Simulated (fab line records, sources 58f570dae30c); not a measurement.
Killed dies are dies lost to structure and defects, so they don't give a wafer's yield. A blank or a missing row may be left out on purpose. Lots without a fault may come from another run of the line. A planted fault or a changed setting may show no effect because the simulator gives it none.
fab line records | flow berkeley_cmos170
record lots=13 wafers=39 last_day=12
route steps=331 shown NWELL@26 M2@272 M3@310
lots that met no fault: from a run of the same line without faults
start_h: hours from the record's first day to the start of the lot's first wafer shown | wait_h: hours since the lot's step before | " the same as in the row above | L1.1+2: a row that stands for several wafers | - no value, or no start given | * or withheld: withheld | < > ~ a bound
route shown NAME@n: a module of which the file shows steps, and the number in the route of the first | usual: mean/standard deviation of fault-free wafers | same: alike in all rows | chamber/n: place in a boat | sites: the reading at each site | _std_site: their standard deviation | _edge_site: outer sites' mean less inner sites' | radius_mm: how far each site lies from the wafer's centre | mask NAME#n: copy n | behind: the tool/chamber that last shaped the wafer | hold: why the lot was held/for how many hours/how that ended | device: the transistor (n, p or np) that didn't switch | end of line: the same wafers' tests at the end of the route | a step without rows: its recipe alone | killed: dies lost to structure and defects at the first sort, not the wafer's yield | map: a wafer's dies, x killed, . not, _ none there
set.NAME: the setting as run; set.NAME@STEP: as run at that earlier step | model.NAME: the simulator's own value behind a step, which no gauge read
steps of the route over a sample of lots; a table a step, a row a wafer
services: from which hour (start_h, from the record's first day; less than 0 if before it) a tool's chamber was out of use, for how many hours, and why
## steps
# step UCB170_NWELL_OVL_MEAS_12
# usual NWELL_OVL=-4/5.7
# columns lot.wafer tool chamber start_h wait_h NWELL_OVL[nm]
L177.1 overlay-02 - 29.92 - 5
L177.2 " - " " 3
L177.5 " - " " 1
L178.2 overlay-02 - 30.20 - -7
L178.3 " - " " -5
L178.4 " - " " -6
L179.1 overlay-01 - 36.63 - -8
L179.3 " - " " -16
L179.6 " - " " -4
L180.1 overlay-01 - 43.57 - -14
L180.3 " - " " -8
L180.4 " - " " -7
L181.1 overlay-01 - 55.18 - -6
L181.2 " - " " -3
L181.4 " - " " -4
L182.1 overlay-02 - 55.30 - -5
L182.3 " - " " -9
L182.4 " - " " -10
L190.1 overlay-02 - 97.94 - 2
L190.2 " - " " -2
L190.4 " - " " -2
L189.1 overlay-02 - 98.22 - 1
L189.4 " - " " -1
L189.6 " - " " 0
L192.1 overlay-02 - 109.65 - -2
L192.2 " - " " 1
L192.5 " - " " -2
L193.1 overlay-01 - 109.76 - 11
L193.5 " - " " 8
L193.6 " - " " 5
L195.1 overlay-01 - 120.42 - -9
L195.2 " - " " -2
L195.6 " - " " -3
L197.2 overlay-02 - 126.68 - -7
L197.4 " - " " -5
L197.6 " - " " -8
L199.1 overlay-02 - 141.29 - -7
L199.5 " - " " -7
L199.6 " - " " -7
# step UCB170_M2_SPUTTER_01
# recipe material=Al target_thk_nm=900 time_s=120 power_w=6000 chamber_pressure_pa=0.5
# usual throttle_valve_pct=29.5/1.5
# columns lot.wafer tool chamber start_h wait_h throttle_valve_pct
L179.1 pvd_sputter-01 - 164.74 0.0 31.1
L179.3 " - " " 30.7
L179.6 " - " " 30.8
L177.1 pvd_sputter-03 - 164.85 0.0 28.3
L177.2 " - " " 30.0
L177.5 " - " " 28.4
L178.2 pvd_sputter-01 - 165.73 0.0 30.7
L178.3 " - " " 31.5
L178.4 " - " " 28.3
L180.1 pvd_sputter-03 - 168.25 0.0 26.7
L180.3 " - " " 28.3
L180.4 " - " " 29.9
L181.1 pvd_sputter-02 - 183.46 0.0 27.6
L181.2 " - " " 31.5
L181.4 " - " " 28.9
L182.1 pvd_sputter-01 - 183.77 0.0 31.3
L182.3 " - " " 28.9
L182.4 " - " " 30.8
L189.1 pvd_sputter-02 - 206.91 0.0 27.9
L189.4 " - " " 29.9
L189.6 " - " " 31.8
L190.1 pvd_sputter-01 - 226.47 0.0 30.8
L190.2 " - " " 31.4
L190.4 " - " " 28.5
L193.1 pvd_sputter-03 - 231.85 0.0 30.8
L193.5 " - " " 30.7
L193.6 " - " " 30.1
L192.1 pvd_sputter-03 - 237.91 0.0 26.6
L192.2 " - " " 30.0
L192.5 " - " " 30.6
L197.2 pvd_sputter-01 - 239.94 0.0 30.7
L197.4 " - " " 28.5
L197.6 " - " " 28.6
L195.1 pvd_sputter-03 - 240.49 0.0 26.4
L195.2 " - " " 28.3
L195.6 " - " " 30.6
L199.1 pvd_sputter-01 - 264.38 0.0 31.4
L199.5 " - " " 28.8
L199.6 " - " " 31.3
# step UCB170_M2_RS_MEAS_02
# recipe thk_meas_gauge=four-point-probe reads=Al_of_M2_SPUTTER_01
# usual M2_AL_RS=0.0323/0.00038
# columns lot.wafer tool chamber start_h wait_h M2_AL_RS[ohm/sq]
L179.1 film_metro-04 - 164.83 0.0 0.0319
L179.3 " - " " 0.0321
L179.6 " - " " 0.0323
L177.1 film_metro-02 - 164.93 0.0 0.0323
L177.2 " - " " 0.0320
L177.5 " - " " 0.0324
L178.2 film_metro-01 - 165.83 0.1 0.0324
L178.3 " - " " 0.0322
L178.4 " - " " 0.0326
L180.1 film_metro-02 - 168.34 0.0 0.0319
L180.3 " - " " 0.0322
L180.4 " - " " 0.0322
L181.1 film_metro-04 - 183.55 0.0 0.0326
L181.2 " - " " 0.0329
L181.4 " - " " 0.0331
L182.1 film_metro-02 - 183.85 0.0 0.0317
L182.3 " - " " 0.0321
L182.4 " - " " 0.0320
L189.1 film_metro-04 - 206.99 0.0 0.0320
L189.4 " - " " 0.0307
L189.6 " - " " 0.0323
L190.1 film_metro-02 - 226.56 0.0 0.0328
L190.2 " - " " 0.0324
L190.4 " - " " 0.0328
L193.1 film_metro-04 - 231.93 0.0 0.0317
L193.5 " - " " 0.0316
L193.6 " - " " 0.0322
L192.1 film_metro-04 - 238.00 0.0 0.0321
L192.2 " - " " 0.0321
L192.5 " - " " 0.0320
L197.2 film_metro-02 - 240.04 0.1 0.0328
L197.4 " - " " 0.0327
L197.6 " - " " 0.0326
L195.1 film_metro-02 - 240.57 0.0 0.0328
L195.2 " - " " 0.0328
L195.6 " - " " 0.0321
L199.1 film_metro-04 - 264.46 0.0 0.0323
L199.5 " - " " 0.0325
L199.6 " - " " 0.0324
# step UCB170_M2_THK_MEAS_03
# recipe thk_meas_gauge=xrf reads=Al_of_M2_SPUTTER_01
# usual M2_AL_THK=898/12
# columns lot.wafer tool chamber start_h wait_h M2_AL_THK[nm]
L179.1 film_metro-04 - 164.95 0.1 908
L179.3 " - " " 898
L179.6 " - " " 893
L177.1 film_metro-02 - 165.05 0.1 893
L177.2 " - " " 903
L177.5 " - " " 891
L178.2 film_metro-01 - 165.94 0.1 898
L178.3 " - " " 905
L178.4 " - " " 891
L180.1 film_metro-02 - 168.46 0.1 911
L180.3 " - " " 900
L180.4 " - " " 899
L181.1 film_metro-04 - 183.67 0.1 881
L181.2 " - " " 876
L181.4 " - " " 874
L182.1 film_metro-02 - 183.97 0.1 906
L182.3 " - " " 897
L182.4 " - " " 907
L189.1 film_metro-04 - 207.11 0.1 912
L189.4 " - " " 951
L189.6 " - " " 895
L190.1 film_metro-02 - 226.68 0.1 884
L190.2 " - " " 896
L190.4 " - " " 886
L193.1 film_metro-04 - 232.05 0.1 926
L193.5 " - " " 916
L193.6 " - " " 904
L192.1 film_metro-04 - 238.12 0.1 905
L192.2 " - " " 900
L192.5 " - " " 913
L197.2 film_metro-02 - 240.15 0.1 880
L197.4 " - " " 886
L197.6 " - " " 889
L195.1 film_metro-02 - 240.69 0.1 884
L195.2 " - " " 879
L195.6 " - " " 898
L199.1 film_metro-04 - 264.58 0.1 908
L199.5 " - " " 901
L199.6 " - " " 902
# step UCB170_M3_SPUTTER_01
# recipe material=Al target_thk_nm=900 time_s=120 power_w=6000 chamber_pressure_pa=0.5
# usual throttle_valve_pct=29.7/1.5
# columns lot.wafer tool chamber start_h wait_h throttle_valve_pct
L179.1 pvd_sputter-04 - 172.71 0.0 30.2
L179.3 " - " " 31.4
L179.6 " - " " 30.0
L177.1 pvd_sputter-03 - 172.93 0.0 26.5
L177.2 " - " " 28.3
L177.5 " - " " 26.6
L178.2 pvd_sputter-04 - 172.99 0.0 30.4
L178.3 " - " " 31.3
L178.4 " - " " 31.0
L180.1 pvd_sputter-03 - 174.39 0.0 26.7
L180.3 " - " " 30.9
L180.4 " - " " 30.3
L181.1 pvd_sputter-04 - 190.43 0.0 31.4
L181.2 " - " " 30.1
L181.4 " - " " 31.3
L182.1 pvd_sputter-03 - 190.71 0.0 30.1
L182.3 " - " " 30.7
L182.4 " - " " 26.6
L189.1 pvd_sputter-02 - 213.60 0.0 28.9
L189.4 " - " " 31.5
L189.6 " - " " 27.6
L190.1 pvd_sputter-03 - 233.07 0.0 30.2
L190.2 " - " " 30.7
L190.4 " - " " 26.4
L193.1 pvd_sputter-04 - 237.80 0.0 31.3
L193.5 " - " " 31.2
L193.6 " - " " 30.2
L197.2 pvd_sputter-02 - 247.79 0.0 27.8
L197.4 " - " " 30.1
L197.6 " - " " 30.1
L192.1 pvd_sputter-03 - 247.97 0.0 30.1
L192.2 " - " " 28.7
L192.5 " - " " 26.4
L195.1 pvd_sputter-02 - 250.32 0.0 29.9
L195.2 " - " " 28.8
L195.6 " - " " 29.1
L199.1 pvd_sputter-04 - 270.92 0.0 31.3
L199.5 " - " " 31.5
L199.6 " - " " 30.1
# step UCB170_M3_CD_MEAS_90
# recipe target_cd_nm=700
# usual cd_nm=701/3.6
# columns lot.wafer tool chamber start_h wait_h cd_nm
L179.1 cd_sem-02 - 176.32 0.1 695
L179.3 " - " " 694
L179.6 " - " " 700
L177.1 cd_sem-01 - 176.43 0.1 704
L177.2 " - " " 696
L177.5 " - " " 699
L178.2 cd_sem-02 - 176.52 0.1 702
L178.3 " - " " 699
L178.4 " - " " 701
L180.1 cd_sem-02 - 177.57 0.1 696
L180.3 " - " " 697
L180.4 " - " " 696
L181.1 cd_sem-02 - 193.45 0.1 702
L181.2 " - " " 703
L181.4 " - " " 703
L182.1 cd_sem-01 - 193.67 0.1 697
L182.3 " - " " 699
L182.4 " - " " 698
L189.1 cd_sem-02 - 217.66 0.1 699
L189.4 " - " " 699
L189.6 " - " " 701
L190.1 cd_sem-01 - 236.09 0.1 705
L190.2 " - " " 704
L190.4 " - " " 704
L193.1 cd_sem-02 - 240.94 0.1 697
L193.5 " - " " 703
L193.6 " - " " 699
L192.1 cd_sem-02 - 251.18 0.1 700
L192.2 " - " " 704
L192.5 " - " " 697
L197.2 cd_sem-01 - 251.25 0.1 695
L197.4 " - " " 695
L197.6 " - " " 696
L195.1 cd_sem-01 - 252.97 0.1 702
L195.2 " - " " 704
L195.6 " - " " 706
L199.1 cd_sem-01 - 276.04 0.1 697
L199.5 " - " " 697
L199.6 " - " " 699
## services
# columns tool chamber start_h hours kind
pvd_sputter-02 - 160.17 21.9 repair
pvd_sputter-01 - 169.12 1.4 repair
pvd_sputter-03 - 176.14 2.4 repair
pvd_sputter-04 3 204.91 - consumable_replace:kit
pvd_sputter-04 3 204.91 18.0 scheduled_down
pvd_sputter-04 3 204.91 18.0 vent_cycle
pvd_sputter-03 - 248.58 2.9 repair
pvd_sputter-03 - 265.73 5.9 repair
## key
first_sign step=UCB170_M2_RS_MEAS_02 reading=M2_AL_RS direction=down sigmas=4.2 usual=0.0323 struck=0.0307
effect step=UCB170_M2_THK_MEAS_03 reading=M2_AL_THK direction=up sigmas=4.5 usual=898 struck=951
met_at UCB170_M2_SPUTTER_01
struck_lots L189
struck_wafers L189.4
not_acting_at UCB170_NWELL_OVL_MEAS_12,UCB170_M3_SPUTTER_01,UCB170_M3_CD_MEAS_90
fault kind=process_parameter_drift tool=pvd_sputter-02 chamber=- onset_h=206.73 steps=UCB170_M2_SPUTTER_01 channel=time_s offset=* shape=step end_h=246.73 acts_in=* stated=* scope=struck_wafers_only
